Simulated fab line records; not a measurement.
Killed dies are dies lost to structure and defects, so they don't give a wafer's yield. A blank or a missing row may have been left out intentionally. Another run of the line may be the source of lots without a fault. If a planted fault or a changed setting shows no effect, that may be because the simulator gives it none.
What tool caused it?	flow berkeley_cmos170	Sampling: 7 lots, 21 wafers, 3 of 331 route steps

== WHAT THE GAUGES READ, wafer by wafer ==
UCB170_PVT_TW_MEAS_09.
lot	measured	on	PVT_TW
L888	day 6 00:13	film_metro-01	514 515 513
L893	day 6 11:44	film_metro-01	517 510 515
L897	day 7 12:03	film_metro-03	507 506 507
L900	day 8 06:46	film_metro-04	506 506 505
L906	day 9 13:28	film_metro-01	444 442 440
L909	day 10 09:19	film_metro-04	508 506 509
L910	day 10 14:17	film_metro-03	510 510 511

== WHICH TOOL RAN EACH LOT (tool, then ch and the chambers of the sampled wafers, then the start) ==
lot	UCB170_PWELL_STRIP_16	UCB170_PVT_IMPLANT_07
L888	plasma_asher-03 ch 0,1, day 3 05:47	implanter-01 ch 0, day 5 23:59
L893	plasma_asher-02 ch 0,1, day 4 02:14	implanter-03 ch 0, day 6 11:31
L897	plasma_asher-03 ch 0,1, day 4 23:02	implanter-01 ch 0, day 7 11:49
L900	plasma_asher-04 ch 0,1, day 5 15:32	implanter-01 ch 0, day 8 06:31
L906	plasma_asher-03 ch 0,1, day 6 17:57	implanter-03 ch 0, day 9 13:13
L909	plasma_asher-03 ch 0,1, day 7 11:02	implanter-04 ch 0, day 10 09:04
L910	plasma_asher-04 ch 0,1, day 7 19:38	implanter-01 ch 0, day 10 14:02
- UCB170_PWELL_STRIP_16: strips in O2.
- UCB170_PVT_IMPLANT_07

== THE ANSWER, worked out from the rows above alone ==
Rule: what is usual is taken from the lots themselves. The widest of any qualifying gaps counts: lots, ordered by their means at a reading, are off when they make up no more than a third of the lots, leave a main group of 4 or more, and stand apart from it by 3 or more times the standard deviation of that group's means. Not used: any main group whose means are identical at the precision the tables above print for the reading. A lot without any number at a reading at which 4 lots or more have one is off too. Any other lot the step has rows for is counted as sound.
Off: L906, at UCB170_PVT_TW_MEAS_09 (PVT_TW). For the main group the mean is 510 and the standard deviation 3.3.
If a tool, at a process step before that reading, ran all the lots that are off and no sound lot after the first of them, it fits. Gauges at UCB170_PVT_TW_MEAS_09: tried the same way as those tools. 2 tools fit, implanter-03 at UCB170_PVT_IMPLANT_07 and film_metro-01 at UCB170_PVT_TW_MEAS_09, so this cannot tell which one it is.

== WHAT WAS PUT IN BY THE SIMULATOR ==
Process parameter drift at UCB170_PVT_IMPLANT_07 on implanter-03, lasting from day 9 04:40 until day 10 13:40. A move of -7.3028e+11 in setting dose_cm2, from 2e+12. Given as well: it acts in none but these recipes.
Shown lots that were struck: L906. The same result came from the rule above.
